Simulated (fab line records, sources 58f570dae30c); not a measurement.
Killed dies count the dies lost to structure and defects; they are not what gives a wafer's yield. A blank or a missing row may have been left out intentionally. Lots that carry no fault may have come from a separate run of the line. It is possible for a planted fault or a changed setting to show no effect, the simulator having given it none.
Split-lot experiment :: flow berkeley cmos170 :: 23 wafers read from 5 lots, route of 331 steps

== THE SPLIT ==
At UCB170_M1_SPUTTER_00 (material Al, target thk 600 nm, time 80 s), the setting power w was moved away from the recipe's 6000 W on 9 of the 23 wafers read, by -6.8% to +7.3%. The other wafers ran this setting at the recipe's value.

== FROM SPLIT TO READING: 1 step shown by the file between the two ==
- UCB170_M1_RS_MEAS_01: measures by four-point-probe

== THE READING ==
M1_AL_THK, in nm, at UCB170_M1_THK_MEAS_02 (measures by xrf). On this fab line, fault-free wafers typically give 597 nm with a standard deviation of 9.1 nm.

wafer: L074.1
tool, chamber at the split: pvd sputter-04, -
power w as run, W: 6000
against the recipe: recipe
M1_AL_THK, nm: 600
against lot-mates on the recipe: -

wafer: L074.2
tool, chamber at the split: pvd sputter-04, -
power w as run, W: 6000
against the recipe: recipe
M1_AL_THK, nm: 601
against lot-mates on the recipe: -

wafer: L074.3
tool, chamber at the split: pvd sputter-04, -
power w as run, W: 6440
against the recipe: +7.3%
M1_AL_THK, nm: 642
against lot-mates on the recipe: +42

wafer: L074.4
tool, chamber at the split: pvd sputter-04, -
power w as run, W: 6440
against the recipe: +7.3%
M1_AL_THK, nm: 633
against lot-mates on the recipe: +32

wafer: L074.5
tool, chamber at the split: pvd sputter-04, -
power w as run, W: 6440
against the recipe: +7.3%
M1_AL_THK, nm: 638
against lot-mates on the recipe: +38

wafer: L076.1
tool, chamber at the split: pvd sputter-02, -
power w as run, W: 5590
against the recipe: -6.8%
M1_AL_THK, nm: 545
against lot-mates on the recipe: -41

wafer: L076.2
tool, chamber at the split: pvd sputter-02, -
power w as run, W: 6000
against the recipe: recipe
M1_AL_THK, nm: 593
against lot-mates on the recipe: -

wafer: L076.3
tool, chamber at the split: pvd sputter-02, -
power w as run, W: 5590
against the recipe: -6.8%
M1_AL_THK, nm: 559
against lot-mates on the recipe: -27

wafer: L076.4
tool, chamber at the split: pvd sputter-02, -
power w as run, W: 5590
against the recipe: -6.8%
M1_AL_THK, nm: 541
against lot-mates on the recipe: -45

wafer: L076.5
tool, chamber at the split: pvd sputter-02, -
power w as run, W: 6000
against the recipe: recipe
M1_AL_THK, nm: 579
against lot-mates on the recipe: -

wafer: L082.1
tool, chamber at the split: pvd sputter-03, -
power w as run, W: 6281
against the recipe: +4.7%
M1_AL_THK, nm: 620
against lot-mates on the recipe: +16

wafer: L082.2
tool, chamber at the split: pvd sputter-03, -
power w as run, W: 6000
against the recipe: recipe
M1_AL_THK, nm: 601
against lot-mates on the recipe: -

wafer: L082.3
tool, chamber at the split: pvd sputter-03, -
power w as run, W: 6281
against the recipe: +4.7%
M1_AL_THK, nm: 640
against lot-mates on the recipe: +36

wafer: L082.4
tool, chamber at the split: pvd sputter-03, -
power w as run, W: 6281
against the recipe: +4.7%
M1_AL_THK, nm: 626
against lot-mates on the recipe: +22

wafer: L082.5
tool, chamber at the split: pvd sputter-03, -
power w as run, W: 6000
against the recipe: recipe
M1_AL_THK, nm: 606
against lot-mates on the recipe: -

wafer: L083.2
tool, chamber at the split: pvd sputter-04, -
power w as run, W: 6000
against the recipe: recipe
M1_AL_THK, nm: 600
against lot-mates on the recipe: -

wafer: L083.3
tool, chamber at the split: pvd sputter-04, -
power w as run, W: 6000
against the recipe: recipe
M1_AL_THK, nm: 581
against lot-mates on the recipe: -

wafer: L083.4
tool, chamber at the split: pvd sputter-04, -
power w as run, W: 6000
against the recipe: recipe
M1_AL_THK, nm: 593
against lot-mates on the recipe: -

wafer: L083.5
tool, chamber at the split: pvd sputter-04, -
power w as run, W: 6000
against the recipe: recipe
M1_AL_THK, nm: 591
against lot-mates on the recipe: -

wafer: L083.6
tool, chamber at the split: pvd sputter-04, -
power w as run, W: 6000
against the recipe: recipe
M1_AL_THK, nm: 587
against lot-mates on the recipe: -

wafer: L084.1
tool, chamber at the split: pvd sputter-04, -
power w as run, W: 6000
against the recipe: recipe
M1_AL_THK, nm: 603
against lot-mates on the recipe: -

wafer: L084.4
tool, chamber at the split: pvd sputter-04, -
power w as run, W: 6000
against the recipe: recipe
M1_AL_THK, nm: 594
against lot-mates on the recipe: -

wafer: L084.5
tool, chamber at the split: pvd sputter-04, -
power w as run, W: 6000
against the recipe: recipe
M1_AL_THK, nm: 612
against lot-mates on the recipe: -

FIT RESULTS
A straight line over all 23 wafers: M1_AL_THK changes by +6.45 nm for each +1% of power w; r = +0.95; the points scatter about the line by 9 nm.
The same after taking each lot's own level away (the mean of its wafers on the recipe; 23 wafers): +5.31 nm for each +1%; r = +0.96; scatter 6.6 nm.
That fit puts the effect of the largest move of power w on the reading at 39 nm.
Across the lots, their own levels run from 586.0 to 603.5 nm, a range of 1.9 times the standard deviation given above.
So the lot-to-lot level changes the slope: the two fits differ.
Check: +38 nm against its lot-mates is what the line predicts for one of the wafers moved furthest among these (+7.3%) when that wafer is left out of the fit. Against them it came out at +41.5 nm.

== OTHER SPLITS ON THESE WAFERS ==
Other splits were also applied to these wafers ahead of the reading. Each is held against what the fit with the lots' levels taken away leaves over:
other split on the same wafers: UCB170_CONTACT_COAT_10 resist thk nm
wafers away from the commonest value: 9
r with M1_AL_THK (lot level and that fit taken away): -0.17

== THE WHOLE CHAIN: every reading that the file lists as answering this split, in the file's order ==
step: UCB170_M1_SPUTTER_00
what it does: material Al, target thk 600 nm, time 80 s
reading: Al_of_M1_SPUTTER_00.thk nm (the simulator's own value, which no gauge read)
change (the file's fit): +5.15 nm for each +1% of the setting
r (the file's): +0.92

step: UCB170_M1_RS_MEAS_01
what it does: measures by four-point-probe
reading: M1_AL_RS
change (the file's fit): -0.000424 for each +1% of the setting
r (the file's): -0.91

step: UCB170_M1_THK_MEAS_02
what it does: measures by xrf
reading: M1_AL_THK
change (the file's fit): +5.25 for each +1% of the setting
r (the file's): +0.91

== THE FILE'S OWN FIT ==
M1_AL_THK changes by +5.25 nm for each +1% of power w, r = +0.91.
